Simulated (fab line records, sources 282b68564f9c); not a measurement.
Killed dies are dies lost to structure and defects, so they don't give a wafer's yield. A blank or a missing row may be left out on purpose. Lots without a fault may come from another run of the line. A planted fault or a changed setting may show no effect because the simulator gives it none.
Which tool did it? | flow rit_cmos | 13 lots, 39 wafers sampled, at 2 steps of a route of 202

WHAT THE GAUGES READ, wafer by wafer
The record holds no reading of a measuring or inspecting step that can be judged against a usual standard deviation.

WHICH TOOL RAN EACH LOT (tool, then ch and the chambers of the sampled wafers, then the start)
lot  | RIT_CONTACT_SOFTBAKE_04          | RIT_M1_PROBE_99
L863 | litho_track-03 ch 0, day 3 05:19 | -
L864 | litho_track-03 ch 0, day 3 08:08 | -
L869 | litho_track-03 ch 0, day 4 11:16 | prober-02, day 4 17:32
L871 | litho_track-03 ch 0, day 4 20:13 | -
L874 | litho_track-02 ch 0, day 5 11:08 | prober-01, day 5 17:47
L875 | litho_track-02 ch 0, day 5 16:17 | -
L878 | litho_track-04 ch 0, day 6 07:59 | -
L879 | litho_track-04 ch 0, day 6 13:20 | -
L881 | litho_track-04 ch 0, day 6 21:49 | prober-02, day 7 04:46
L882 | litho_track-04 ch 0, day 7 05:55 | -
L883 | litho_track-02 ch 0, day 7 08:12 | -
L885 | litho_track-04 ch 0, day 7 17:47 | -
L886 | litho_track-04 ch 0, day 7 21:33 | -
- RIT_CONTACT_SOFTBAKE_04: time 60 s.
- RIT_M1_PROBE_99

WHAT THE TOOLS THEMSELVES READ (means of the sampled wafers that have a number; where no wafer has one, the mark that the record gives instead)
RIT_CONTACT_SOFTBAKE_04.
lot  | tool           | heater_power_total_W (W) | plate_temp_C (C)
L863 | litho_track-03 | 34.57                    | 90.01
L864 | litho_track-03 | 34.53                    | 90.02
L869 | litho_track-03 | 33.48                    | 87.90
L871 | litho_track-03 | 33.43                    | 87.90
L874 | litho_track-02 | 34.56                    | 89.87
L875 | litho_track-02 | 34.51                    | 90.03
L878 | litho_track-04 | 34.54                    | 90.11
L879 | litho_track-04 | 34.59                    | 90.01
L881 | litho_track-04 | 34.60                    | 90.07
L882 | litho_track-04 | 34.57                    | 90.15
L883 | litho_track-02 | 34.53                    | 89.92
L885 | litho_track-04 | 34.51                    | 90.08
L886 | litho_track-04 | 34.54                    | 89.88

RIT_M1_PROBE_99.
lot  | tool      | killed_at_M0_to_M3 | killed_at_contacts | killed_at_front_end | killed_dies | killed_open | killed_short
L869 | prober-02 | 0.0                | 0.0                | 6.3                 | 6.3         | 3.3         | 3.0
L874 | prober-01 | 0.0                | 0.0                | 4.7                 | 4.7         | 1.3         | 3.3
L881 | prober-02 | 0.0                | 0.0                | 8.7                 | 8.7         | 3.3         | 5.3

THE ANSWER, worked out from the rows above alone
Rule: what is usual is taken from the lots themselves. Put in order of their means at a reading, lots are off if they are a third of the lots or fewer, leave a main group of 4 or more, and stand apart from it by a gap of 3 or more times the standard deviation of the main group's means; of several such gaps the widest counts. A main group whose means are all the same, to the digits that the tables above print for the reading, isn't used. A lot without any number at a reading at which 4 lots or more have one is off too. The other lots that the step has rows for count as sound. The gauges are gone through in route order, then the tools' own readings, and for those a lot's mean is taken as printed above. The first step at which some lot is off is used, and at that step the reading that is off furthest; a lot without a number counts as furthest.
Off: L869, L871, at RIT_CONTACT_SOFTBAKE_04 (heater_power_total_W). The main group: mean 34.55 W, standard deviation 0.029.
A tool fits if, at that step or a process step before it, it ran every lot that is off, and no sound lot after the first of them. One fits: litho_track-03 at RIT_CONTACT_SOFTBAKE_04. Its last sound lot is L864 (day 3 08:08), its first lot that is off L869 (day 4 11:16): a fault that began between those two fits.
The tool's own readings at RIT_CONTACT_SOFTBAKE_04 bear it out: on the lots that are off they differ by more than 5 times the standard deviation of the sound lots' means. heater_power_total_W reads 33.45 W there against 34.55 W on the sound lots; plate_temp_C reads 87.90 C there against 90.01 C on the sound lots.

WHAT THE SIMULATOR HAD PUT IN
Process parameter drift: litho_track-03, from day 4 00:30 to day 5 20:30, at RIT_CONTACT_SOFTBAKE_04. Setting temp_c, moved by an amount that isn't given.
Lots struck among those shown: L869, L871. The rule above found the same.
